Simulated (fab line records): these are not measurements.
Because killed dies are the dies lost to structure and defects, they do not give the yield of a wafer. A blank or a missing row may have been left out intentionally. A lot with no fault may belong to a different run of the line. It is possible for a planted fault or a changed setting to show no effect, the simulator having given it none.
Which tool is to blame? + flow rit-cmos + route of 202 steps, sampled at 1 step: 15 lots, 45 wafers

## WHAT THE GAUGES SHOWED, per wafer
The record holds no reading of a measuring or inspecting step that can be judged against a usual standard deviation.

## TOOL THAT RAN EACH LOT (tool first, then ch and the chambers of the sampled wafers, then the start)
| lot  | RIT_ACTIVE_EXPOSE_08               |
|------|------------------------------------|
| L260 | iline-stepper-02 ch 0, day 1 17:04 |
| L261 | iline-stepper-02 ch 0, day 1 20:12 |
| L263 | iline-stepper-01 ch 0, day 2 05:41 |
| L264 | iline-stepper-02 ch 0, day 2 10:41 |
| L265 | iline-stepper-02 ch 0, day 2 15:56 |
| L267 | iline-stepper-02, day 3 01:41      |
| L268 | iline-stepper-01, day 3 08:17      |
| L269 | iline-stepper-02, day 3 13:26      |
| L276 | iline-stepper-01 ch 0, day 4 22:10 |
| L277 | iline-stepper-02 ch 0, day 5 08:20 |
| L279 | iline-stepper-01 ch 0, day 5 13:28 |
| L280 | iline-stepper-02 ch 0, day 5 21:54 |
| L281 | iline-stepper-01 ch 0, day 6 02:38 |
| L282 | iline-stepper-02 ch 0, day 6 04:51 |
| L283 | iline-stepper-02 ch 0, day 6 09:06 |
- RIT_ACTIVE_EXPOSE_08: exposes mask M1, target cd 1400 nm.

## AS READ BY THE TOOLS THEMSELVES (means over the sampled wafers that have a number; for cases with no such wafer, the mark the record gives instead)
RIT_ACTIVE_EXPOSE_08.
| lot  | tool             | exposure-dose-mJ-cm2 | focus-offset-nm (nm) |
|------|------------------|----------------------|----------------------|
| L260 | iline-stepper-02 | 224.43               | -0.2                 |
| L261 | iline-stepper-02 | 224.73               | 0.0                  |
| L263 | iline-stepper-01 | 224.53               | -0.2                 |
| L264 | iline-stepper-02 | 224.56               | -0.1                 |
| L265 | iline-stepper-02 | 224.45               | 0.2                  |
| L267 | iline-stepper-02 | -                    | -                    |
| L268 | iline-stepper-01 | -                    | -                    |
| L269 | iline-stepper-02 | -                    | -                    |
| L276 | iline-stepper-01 | 224.59               | -1.4                 |
| L277 | iline-stepper-02 | 224.71               | -0.1                 |
| L279 | iline-stepper-01 | 224.39               | -0.5                 |
| L280 | iline-stepper-02 | 224.40               | -0.6                 |
| L281 | iline-stepper-01 | 224.44               | -0.2                 |
| L282 | iline-stepper-02 | 224.64               | -0.1                 |
| L283 | iline-stepper-02 | 224.45               | 0.2                  |

## THE ANSWER, worked out from the rows above alone
Rule: the usual values come from the lots themselves. Put in order of their means at a reading, lots are off if they are a third of the lots or fewer, leave a main group of 4 or more, and stand apart from it by a gap of 3 or more times the standard deviation of the main group's means; of several such gaps the widest counts. If all means in a main group match to the digits the tables above print for the reading, that group is not used. A lot without any number at a reading at which 4 lots or more have one is off too. All remaining lots with rows at the step are treated as sound. First the gauges in route order, then the tools' own readings, where a lot's mean is used as printed above. The first step at which some lot is off is used, and at that step the reading that is off furthest; a lot without a number counts as furthest.
Off, at RIT_ACTIVE_EXPOSE_08 on exposure-dose-mJ-cm2: L267, L268, L269. Without a number there: L267, L268, L269. Main group: mean 224.53, sd 0.11.
A tool fits if, at that step or a process step before it, it ran every lot that is off, and no sound lot after the first of them. Of those tried, none fits.

## WHAT HAD BEEN PUT IN BY THE SIMULATOR
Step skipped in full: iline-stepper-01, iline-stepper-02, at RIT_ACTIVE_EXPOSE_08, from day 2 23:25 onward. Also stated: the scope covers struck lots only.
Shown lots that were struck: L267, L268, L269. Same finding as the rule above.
